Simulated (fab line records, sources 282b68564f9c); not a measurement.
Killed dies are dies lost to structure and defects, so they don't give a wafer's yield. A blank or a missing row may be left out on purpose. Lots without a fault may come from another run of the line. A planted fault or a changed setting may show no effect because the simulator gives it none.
One fault seen from 2 desks | flow rit_cmos | each desk has only its own numbers; what lay behind them comes last

THE TOOL OWNER'S DESK: litho_track-04
The tool's own readings at RIT_NLDD_SOFTBAKE_02 (time 60 s): means of the sampled wafers that have a number, for each lot that ran on this tool. A lot is out of limits, marked OUT, if its mean lies more than 4 standard deviations from the usual mean; the brackets give that distance.
Columns: A = heater_power_total_W at RIT_NLDD_SOFTBAKE_02, usual 34.57 W; B = plate_temp_C at RIT_NLDD_SOFTBAKE_02, usual 89.99 C
lot  | first seen here | A               | B
L706 | day 3 04:54     | 34.54           | 89.85
L713 | day 4 13:15     | 34.56           | 90.01
L714 | day 4 18:34     | 34.59           | 90.01
L720 | day 6 00:20     | 36.25 (+35) OUT | 93.10 (+26) OUT
L721 | day 6 06:47     | 36.27 (+35) OUT | 93.10 (+26) OUT
This desk's finding: out of limits on L720, L721; first on L720, day 6 00:20 (heater_power_total_W at RIT_NLDD_SOFTBAKE_02). In limits: L706, L713, L714.

THE METROLOGY DESK
What the gauges read, lot by lot, whatever tool the lot ran on: means of the sampled wafers that have a number. A lot is out of limits, marked OUT, if its mean lies more than 4 standard deviations from the usual mean; the brackets give that distance.
Columns: A = GATE_OVL at RIT_GATE_OVL_MEAS_17, usual -0.1 nm; B = cd_nm at RIT_GATE_CD_MEAS_90, usual 149.0 nm; C = REOX_OXIDE_THK at RIT_REOX_THK_MEAS_04, usual 25.0 nm; D = NLDD_OVL at RIT_NLDD_OVL_MEAS_06, usual 0.1 nm
lot  | first seen here | A    | B     | C    | D
L706 | day 3 00:52     | 1.0  | 152.2 | 26.0 | 0.9
L711 | day 4 01:32     | -0.4 | 154.0 | 25.9 | 1.6
L713 | day 4 09:20     | 0.2  | 147.8 | 26.2 | -2.4
L714 | day 4 14:27     | 0.9  | 148.5 | 25.2 | 1.0
L720 | day 5 20:26     | -0.3 | 153.3 | 25.0 | -0.4
L721 | day 6 02:54     | -2.5 | 152.0 | 25.5 | -1.0
This desk's finding: nothing out of limits on any of the 6 lots.

PUT TOGETHER
The tool owner's desk could have raised an alarm at day 6 00:20, on L720, L721.
The metrology desk saw nothing out of limits.
The metrology desk has L720, L721 on record, within its limits.
Of the lots named, all ran RIT_NLDD_SOFTBAKE_02 on litho_track-04.

WHAT THE SIMULATOR HAD PUT IN
Process parameter drift: litho_track-04, from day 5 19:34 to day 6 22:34, at RIT_NLDD_SOFTBAKE_02. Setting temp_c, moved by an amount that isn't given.
Lots struck among those shown: L720, L721.
Hours from the fault's start to each desk's first reading out of limits: the tool owner's desk, 5.
